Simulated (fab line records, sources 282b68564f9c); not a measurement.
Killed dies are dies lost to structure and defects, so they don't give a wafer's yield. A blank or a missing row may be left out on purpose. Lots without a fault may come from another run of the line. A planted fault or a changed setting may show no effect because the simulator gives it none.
fab line records | flow rit_cmos
record lots=5 wafers=15 last_day=8
route steps=202 shown ACTIVE@1 M1@202
lots that met no fault: from a run of the same line without faults
start_h: hours from the record's first day to the start of the lot's first wafer shown | wait_h: hours since the lot's step before | " the same as in the row above | L1.1+2: a row that stands for several wafers | - no value, or no start given | * or withheld: withheld | < > ~ a bound
route shown NAME@n: a module of which the file shows steps, and the number in the route of the first | usual: mean/standard deviation of fault-free wafers | same: alike in all rows | chamber/n: place in a boat | sites: the reading at each site | _std_site: their standard deviation | _edge_site: outer sites' mean less inner sites' | radius_mm: how far each site lies from the wafer's centre | mask NAME#n: copy n | behind: the tool/chamber that last shaped the wafer | hold: why the lot was held/for how many hours/how that ended | device: the transistor (n, p or np) that didn't switch | end of line: the same wafers' tests at the end of the route | a step without rows: its recipe alone | killed: dies lost to structure and defects at the first sort, not the wafer's yield | map: a wafer's dies, x killed, . not, _ none there
set.NAME: the setting as run; set.NAME@STEP: as run at that earlier step | model.NAME: the simulator's own value behind a step, which no gauge read
lots at some steps of the route; a table a step, a row a wafer
services: from which hour (start_h, from the record's first day; less than 0 if before it) a tool's chamber was out of use, for how many hours, and why
## steps
# step RIT_ACTIVE_BOW_MEAS_00
# recipe mode=bow
# usual INCOMING_BOW=1/5.9
# columns lot.wafer tool chamber start_h wait_h INCOMING_BOW[um]
L715.2 film_metro-04 - 10.02 - 1
L715.3 " - " " -8
L715.4 " - " " -9
L723.1 film_metro-01 - 50.00 - -4
L723.4 " - " " 13
L723.5 " - " " 11
L724.1 film_metro-03 - 55.00 - 3
L724.3 " - " " -1
L724.6 " - " " -1
L730.1 film_metro-03 - 85.00 - 12
L730.2 " - " " 0
L730.3 " - " " 9
L738.4 film_metro-01 - 125.06 - 3
L738.5 " - " " -1
L738.6 " - " " -4
# step RIT_ACTIVE_OXIDATION_01
# recipe temp_c=1004 ambient=O2 target_thk_a=468 ox_time_s=3360
# step RIT_ACTIVE_THK_MEAS_02
# recipe reads=SiO2_of_ACTIVE_OXIDATION_01
# usual ACTIVE_OXIDE_THK=48.8/0.71
# columns lot.wafer tool chamber start_h wait_h ACTIVE_OXIDE_THK[nm]
L715.2 film_metro-01 - 12.44 0.0 48.6
L715.3 " - " " 48.4
L715.4 " - " " 48.6
L723.1 film_metro-01 - 53.61 0.0 50.0
L723.4 " - " " 49.5
L723.5 " - " " 50.2
L724.1 film_metro-04 - 60.88 0.0 48.5
L724.3 " - " " 48.1
L724.6 " - " " 48.4
L730.1 film_metro-04 - 88.09 0.0 49.0
L730.2 " - " " 49.2
L730.3 " - " " 49.5
L738.4 film_metro-01 - 127.47 0.0 48.4
L738.5 " - " " 49.3
L738.6 " - " " 48.9
# step RIT_ACTIVE_CVD_03
# recipe material=Si3N4 target_thk_nm=150 temp_c=810 precursor=SiH2Cl2/NH3 time_s=1500 pressure_mtorr=287.7 sih2cl2_flow_sccm=60 nh3_flow_sccm=150
# step RIT_ACTIVE_THK_MEAS_04
# recipe reads=Si3N4_of_ACTIVE_CVD_03
# usual ACTIVE_NITRIDE_THK=148.2/1.1
# columns lot.wafer tool chamber start_h wait_h ACTIVE_NITRIDE_THK[nm]
L715.2 film_metro-01 - 13.92 0.0 150.5
L715.3 " - " " 150.4
L715.4 " - " " 151.1
L723.1 film_metro-01 - 55.09 0.0 147.8
L723.4 " - " " 148.0
L723.5 " - " " 147.5
L724.1 film_metro-03 - 62.36 0.0 149.4
L724.3 " - " " 149.0
L724.6 " - " " 149.1
L730.1 film_metro-01 - 89.57 0.0 147.4
L730.2 " - " " 146.9
L730.3 " - " " 149.1
L738.4 film_metro-03 - 129.51 0.0 147.6
L738.5 " - " " 148.2
L738.6 " - " " 148.0
# step RIT_ACTIVE_HMDS_05
# recipe prime_time_s=60 prime_temp_c=140
# step RIT_ACTIVE_COAT_06
# recipe resist=NOVOLAK spin_rpm=3250 resist_thk_nm=1000
# step RIT_ACTIVE_SOFTBAKE_07
# recipe resist=NOVOLAK temp_c=90 time_s=60
# step RIT_ACTIVE_EXPOSE_08
# recipe mask_id=M1 na=0.6 source_shape=conventional sigma_outer=0.6 target_cd_nm=1400 dose_mj=225
# usual exposure_dose_mJ_cm2=226.6/1.7
# columns lot.wafer tool chamber start_h wait_h mask exposure_dose_mJ_cm2
L715.2 iline_stepper-02 0 14.56 0.2 M1#0 224.8
L715.3 " 0 " " M1#0 224.7
L715.4 " 0 " " M1#0 224.5
L723.1 iline_stepper-02 0 55.88 0.2 M1#0 225.1
L723.4 " 0 " " M1#0 225.1
L723.5 " 0 " " M1#0 225.0
L724.1 iline_stepper-02 0 62.87 0.1 M1#0 224.8
L724.3 " 0 " " M1#0 224.6
L724.6 " 0 " " M1#0 224.8
L730.1 iline_stepper-01 0 90.20 0.2 M1#0 228.2
L730.2 " 0 " " M1#0 228.2
L730.3 " 0 " " M1#0 228.5
L738.4 iline_stepper-01 0 130.15 0.2 M1#0 215.4
L738.5 " 0 " " M1#0 215.6
L738.6 " 0 " " M1#0 215.5
# step RIT_ACTIVE_PEB_09
# recipe resist=NOVOLAK temp_c=withheld time_s=withheld
# step RIT_ACTIVE_DEVELOP_10
# recipe resist=NOVOLAK develop_time_s=50 dev_temp_c=23
# step RIT_ACTIVE_CD_MEAS_11
# recipe target_cd_nm=1400
# usual cd_nm=1400.1/2.1
# columns lot.wafer tool chamber start_h wait_h cd_nm
L715.2 cd_sem-01 - 14.96 - 1399.7
L715.3 " - " " 1402.0
L715.4 " - " " 1400.8
L723.1 cd_sem-01 - 56.28 - 1398.5
L723.4 " - " " 1395.5
L723.5 " - " " 1399.7
L724.1 cd_sem-02 - 63.27 - 1399.6
L724.3 " - " " 1400.4
L724.6 " - " " 1399.7
L730.1 cd_sem-02 - 90.65 - 1399.2
L730.2 " - " " 1400.3
L730.3 " - " " 1400.0
L738.4 cd_sem-01 - 130.56 - 1347.3
L738.5 " - " " 1326.3
L738.6 " - " " 1363.6
# step RIT_ACTIVE_HARDBAKE_12
# recipe resist=NOVOLAK temp_c=140 time_s=60
# step RIT_ACTIVE_ETCH_13
# recipe stop_on=SiO2 chemistry=SF6 target=Si3N4 time_s=210 over_etch_frac=0.4 SF6_flow_sccm=200 pressure_mtorr=260 rf_w=125 target_depth_a=2100
# usual drypump_motor_current_A=6.0/0.5 oes_product_au=0.815/0.011 throttle_valve_pct=7.53/0.12
# columns lot.wafer tool chamber start_h wait_h drypump_motor_current_A oes_product_au rf_hours_counter_h throttle_valve_pct model.ACTIVE.cd_nm
L715.2 rie_diel-04 2 15.21 0.1 5.6 0.823 2 7.35 1400
L715.3 " 1 " " 5.5 0.830 52 7.74 1402
L715.4 " 0 " " 6.1 0.834 123 7.50 1401
L723.1 rie_diel-03 2 56.55 0.1 6.7 0.805 3 7.37 1398
L723.4 " 1 " " 6.1 0.799 90 7.55 1396
L723.5 " 0 " " 5.1 0.806 - 7.59 1400
L724.1 rie_diel-04 0 63.54 0.1 6.1 0.831 124 7.48 1400
L724.3 " 1 " " 5.5 0.819 53 7.72 1400
L724.6 " 3 " " 5.4 0.809 - 7.38 1400
L730.1 rie_diel-03 0 90.92 0.1 5.1 0.798 13 7.59 1399
L730.2 " 2 " " 6.7 0.806 4 7.37 1400
L730.3 " 3 " " 5.9 0.830 5 7.66 1400
L738.4 rie_diel-03 3 130.78 0.1 5.9 0.832 6 7.67 1347
L738.5 " 1 " " 6.0 0.815 - 7.53 1326
L738.6 " 2 " " 6.7 0.811 - 7.38 1364
# step RIT_ACTIVE_STRIP_14
# recipe chemistry=O2 time_s=180 resist=NOVOLAK platen_temp_c=withheld power_w=500 pressure_mtorr=4000 o2_flow_sccm=4000
# usual drypump_motor_current_A=5.89/0.22 rf_refl_power_W=7.0/1.5
# columns lot.wafer tool chamber start_h wait_h drypump_motor_current_A rf_hours_counter_h rf_refl_power_W
L715.2 plasma_asher-01 1 15.34 0.1 6.42 36 5.7
L715.3 " 1 " " 6.42 - 5.6
L715.4 " 0 " " 5.73 - 4.8
L723.1 plasma_asher-03 0 56.69 0.1 5.81 41 7.2
L723.4 " 0 " " 5.82 - 7.2
L723.5 " 0 " " 5.83 - 7.2
L724.1 plasma_asher-02 1 63.67 0.1 5.94 44 7.2
L724.3 " 1 " " 5.95 - 7.4
L724.6 " 0 " " 5.76 - 6.5
L730.1 plasma_asher-01 1 91.05 0.1 6.45 45 5.3
L730.2 " 0 " " 5.73 45 5.0
L730.3 " 0 " " 5.73 - 4.9
L738.4 plasma_asher-02 0 130.97 0.1 5.78 - 6.9
L738.5 " 1 " " 5.91 - 7.2
L738.6 " 0 " " 5.76 - 6.3
# step RIT_M1_PROBE_99
# usual killed_at_contacts=0.0/0.16 killed_at_front_end=7.5/2.8 killed_dies=7.6/2.9 killed_on_rim=2.1/1.4 killed_open=3.7/2 killed_short=3.8/2
# same gross_dies=264 killed_at_M0_to_M3=0 killed_at_M4_up=0 killed_at_back_side=0 killed_at_other=0
# columns lot.wafer tool chamber start_h wait_h killed_at_contacts killed_at_front_end killed_dies killed_on_rim killed_open killed_short model.etest.nplus_sal.width_nm model.etest.pplus_sal.width_nm model.etest.nldd.width_nm model.etest.pldd.width_nm model.etest.nmos_narrow.drive_ua_um
L715.2 prober-01 - 64.54 0.1 0 3 3 1 1 2 3458 3452 3168 3194 224.7
L715.3 prober-01 - 64.59 0.2 0 8 8 2 6 2 3464 3456 3181 3162 220.2
L715.4 prober-01 - 64.64 0.2 0 5 5 0 1 4 3444 3448 3172 3168 224.1
L723.1 prober-01 - 109.29 0.1 0 9 9 0 4 5 3410 3394 3148 3140 215.5
L723.4 prober-01 - 109.44 0.2 0 8 8 2 3 5 3401 3406 3146 3149 220.1
L723.5 prober-01 - 109.49 0.2 1 6 7 1 2 5 3420 3412 3132 3144 219.3
L724.1 prober-02 - 115.30 0.1 0 11 11 2 6 5 3427 3429 3144 3150 221.2
L724.3 prober-02 - 115.40 0.2 0 10 10 3 5 5 3430 3434 3137 3152 216.6
L724.6 prober-02 - 115.55 0.2 0 13 13 3 5 8 3438 3440 3167 3132 217.5
L730.1 prober-01 - 141.14 0.1 0 3 3 2 2 1 3437 3417 3151 3154 229.3
L730.2 prober-01 - 141.19 0.1 0 6 6 3 5 1 3440 3422 3164 3177 218.4
L730.3 prober-01 - 141.24 0.2 0 0 0 0 0 0 3443 3435 3170 3143 221.8
L738.4 prober-01 - 182.28 0.2 0 6 6 4 2 4 3384 3397 3080 3064 215.8
L738.5 prober-01 - 182.33 0.2 0 8 8 0 2 6 3356 3349 3041 3031 209.1
L738.6 prober-01 - 182.38 0.2 0 12 12 3 4 8 3395 3370 3094 3102 221.3
# killed by level:class
L715.2 GATE:geometric_particle:short=2 REOX:geometric_particle:open=1
L715.3 GATE:geometric_particle:open=4 SPACER:geometric_particle:short=1 REOX:geometric_particle:short=1 REOX:geometric_particle:open=1 SILICIDE:geometric_particle:open=1
L715.4 GATE:geometric_particle:short=2 ACTIVE:geometric_particle:short=1 GATE:geometric_particle:open=1 SPACER:geometric_particle:short=1
L723.1 GATE:geometric_particle:open=3 REOX:geometric_particle:short=2 FOX1:geometric_particle:short=1 FOX2:geometric_particle:open=1 GATE:geometric_particle:short=1 SILICIDE:geometric_particle:short=1
L723.4 GATE:geometric_particle:open=3 GATE:geometric_particle:short=2 SILICIDE:geometric_particle:short=2 FOX1:geometric_particle:short=1
L723.5 GATE:geometric_particle:short=2 FOX1:geometric_particle:open=1 FOX2:geometric_particle:short=1 REOX:geometric_particle:short=1 SILICIDE:geometric_particle:open=1 CONTACT:geometric_particle:short=1
L724.1 REOX:geometric_particle:open=4 GATE:geometric_particle:short=2 ACTIVE:geometric_particle:short=1 GATE:geometric_particle:open=1 REOX:geometric_particle:short=1 SPACER:geometric_particle:open=1 SILICIDE:geometric_particle:short=1
L724.3 REOX:geometric_particle:short=2 SILICIDE:geometric_particle:open=2 FOX1:geometric_particle:open=1 FOX2:geometric_particle:short=1 REOX:geometric_particle:open=1 SPACER:geometric_particle:open=1 SPACER:geometric_particle:short=1 SILICIDE:geometric_particle:short=1
L724.6 GATE:geometric_particle:short=4 REOX:geometric_particle:open=2 SILICIDE:geometric_particle:open=2 SILICIDE:geometric_particle:short=2 FOX2:geometric_particle:short=1 REOX:geometric_particle:short=1 SPACER:geometric_particle:open=1
L730.1 GATE:geometric_particle:open=2 REOX:geometric_particle:short=1
L730.2 REOX:geometric_particle:open=2 SPACER:geometric_particle:open=2 GATE:geometric_particle:open=1 SPACER:geometric_particle:short=1
L730.3
L738.4 FOX2:geometric_particle:short=2 GATE:geometric_particle:short=2 FOX2:geometric_particle:open=1 GATE:geometric_particle:open=1
L738.5 GATE:geometric_particle:short=4 FOX1:geometric_particle:short=1 FOX2:geometric_particle:open=1 SPACER:geometric_particle:short=1 SILICIDE:geometric_particle:open=1
L738.6 FOX2:geometric_particle:short=3 SILICIDE:geometric_particle:open=2 SILICIDE:geometric_particle:short=2 FOX1:geometric_particle:open=1 FOX1:geometric_particle:short=1 FOX2:geometric_particle:open=1 GATE:geometric_particle:short=1 SPACER:geometric_particle:short=1
## services
# columns tool chamber start_h hours kind
rie_diel-03 3 5.97 8.9 repair
plasma_asher-02 - 9.08 2.8 pm
iline_stepper-01 0 9.55 - calibration
iline_stepper-02 - 49.40 1.7 pm
iline_stepper-01 - 53.14 1.7 pm
rie_diel-04 3 60.04 2.2 repair
plasma_asher-02 - 72.58 11.4 pm
rie_diel-03 1 87.23 1.5 repair
rie_diel-04 - 107.70 28.1 pm
plasma_asher-01 - 108.75 9.0 pm
plasma_asher-01 0 108.75 9.0 vent_cycle
plasma_asher-01 1 108.75 9.0 vent_cycle
rie_diel-03 0 109.68 10.8 repair
plasma_asher-03 - 110.39 7.6 repair
iline_stepper-02 - 114.79 28.9 pm
plasma_asher-01 0 117.75 - clean
plasma_asher-01 1 117.75 - clean
## key
first_sign step=RIT_ACTIVE_EXPOSE_08 reading=exposure_dose_mJ_cm2 direction=down sigmas=6.6 usual=226.6 struck=215.5
effect step=RIT_ACTIVE_CD_MEAS_11 reading=cd_nm direction=down sigmas=26 usual=1400.1 struck=1345.7 through=control_loop
model_effect step=RIT_ACTIVE_ETCH_13 value=ACTIVE.cd_nm without=1399 struck=1346
model_effect step=RIT_M1_PROBE_99 value=etest.nplus_sal.width_nm without=3431 struck=3378
met_at RIT_ACTIVE_EXPOSE_08
struck_wafers L738.4,L738.5,L738.6
tester_left_out L738
loop_trim step=RIT_ACTIVE_EXPOSE_08 setting=dose lots=L738
onset_between 90.20 130.15
fault kind=process_parameter_drift tool=iline_stepper-01 chamber=- onset_h=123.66 steps=RIT_ACTIVE_EXPOSE_08 channel=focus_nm offset=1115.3 spread_by_wafer=0.3 shape=step end_h=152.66
# tester_left_out: of these lots the tester's yield and bins aren't shown, on N5 and GAA mostly nor the transistor test; their killed dies are dies lost to structure and defects alone, not to doping, threshold or leakage, so they don't give the yield
# loop_trim: a control loop set the setting to another value than it would have without faults
